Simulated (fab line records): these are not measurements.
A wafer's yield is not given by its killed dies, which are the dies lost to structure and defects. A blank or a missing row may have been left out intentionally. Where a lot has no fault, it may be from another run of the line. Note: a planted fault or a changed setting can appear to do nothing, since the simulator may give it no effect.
A lot that was struck, set against a sound lot	flow ritCmos	18 out of 202 route steps
Sound: wafers L530.1, L530.4, L530.6. Struck: wafers L528.1, L528.2, L528.3. The cause comes at the end.
Per side, at each step with rows, come the tool, then ch with its chambers, and then its first start. Under that, the readings that differ: sound wafers	struck wafers	difference of the means	sigmas: that difference in standard deviations of wafers without a fault.
alike: readings whose means differ by less than 2 such deviations, and words and numbers that are the same on both sides. not compared: withheld readings, readings that some wafer has no value for, bounds like >300 that may hide the same value, and numbers for which the record gives no deviation and whose values overlap.
Wherever a step has rows on one side only, a row that says differs or no value, or a row with sigmas, the two part there. When numbers do not overlap yet have no deviation, they are printed without sigmas and do not part them. Lack of a reading on every wafer of one side parts them only where that side has two or more wafers.

first, 2 steps without rows for these wafers: RIT_ACTIVE_CLEAN_17 (cleans in SC2, time 600 s); RIT_FOX1_OXIDATION_00 (target thk 350.7 nm, ox time 1130 s).
RIT_FOX1_THK_MEAS_01:
  sound: filmMetro-02 at day 4 19:55; struck: filmMetro-04 at day 4 10:12
reading	sound	struck	difference	sigmas
FOX1_OXIDE_THK (nm)	352 356 354	331 336 338	-19	-2
then, 2 steps without rows for these wafers: RIT_FOX1_WET_ETCH_02 (etches SiO2 in BOE, target depth 350 nm, time 390 s); RIT_FOX2_OXIDATION_00 (target thk 350.7 nm, ox time 1130 s).
RIT_FOX2_THK_MEAS_01:
  sound: filmMetro-03 at day 4 23:05; struck: filmMetro-02 at day 4 11:41
  alike: FOX2_OXIDE_THK
then, 2 steps without rows for these wafers: RIT_FOX2_CLEAN_02 (cleans in dHF, time 176.3 s); RIT_FOX2_WET_ETCH_03 (etches Si3N4 in H3PO4, target depth 195 nm, time 2700 s).
RIT_FOX2_THK_MEAS_90:
  sound: filmMetro-03 at day 5 00:07; struck: filmMetro-02 at day 4 12:43
  alike: FIELD_OXIDE_LEFT_1_THK
then, 3 steps without rows for these wafers: RIT_NWELL_HMDS_00 (prime time 60 s); RIT_NWELL_COAT_01 (resist thk 1300 nm); RIT_NWELL_SOFTBAKE_02 (time 60 s).
RIT_NWELL_EXPOSE_03: exposes mask M2, target cd 43900 nm.
  sound on ilineStepper-01 ch 0, day 5 00:37; struck on ilineStepper-02 ch 0, day 4 13:22
reading	sound	struck	difference	sigmas
model.NWELL.overlayXNm (nm)	-0.4681 -0.4681 -0.4681	5.844 5.844 5.844	+6.312	
  alike: mask
then, 2 steps without rows for these wafers: RIT_NWELL_PEB_04; RIT_NWELL_DEVELOP_05 (develop time 68 s).
RIT_NWELL_OVL_MEAS_06:
  sound: overlay-01 at day 5 01:03; struck: overlay-01 at day 4 13:47
reading	sound	struck	difference	sigmas
NWELL_OVL (nm)	2.0 -0.2 -0.6	5.5 7.3 6.7	+6.1	+4
then, 1 step without rows for these wafers: RIT_NWELL_HARDBAKE_07 (time 120 s).
RIT_M1_PROBE_99:
  sound: prober-02 at day 6 13:27; struck: prober-02 at day 6 01:34
  alike: killed_at_M0_to_M3, killedAtContacts, killedAtFrontEnd, killedDies, killedOpen, killedShort

WHERE THEY PART
Earliest at RIT_FOX1_THK_MEAS_01; latest, in this record, at RIT_NWELL_OVL_MEAS_06. Later steps at which nothing parts them and some readings are alike: RIT_M1_PROBE_99.

WHY: what the simulator had put in
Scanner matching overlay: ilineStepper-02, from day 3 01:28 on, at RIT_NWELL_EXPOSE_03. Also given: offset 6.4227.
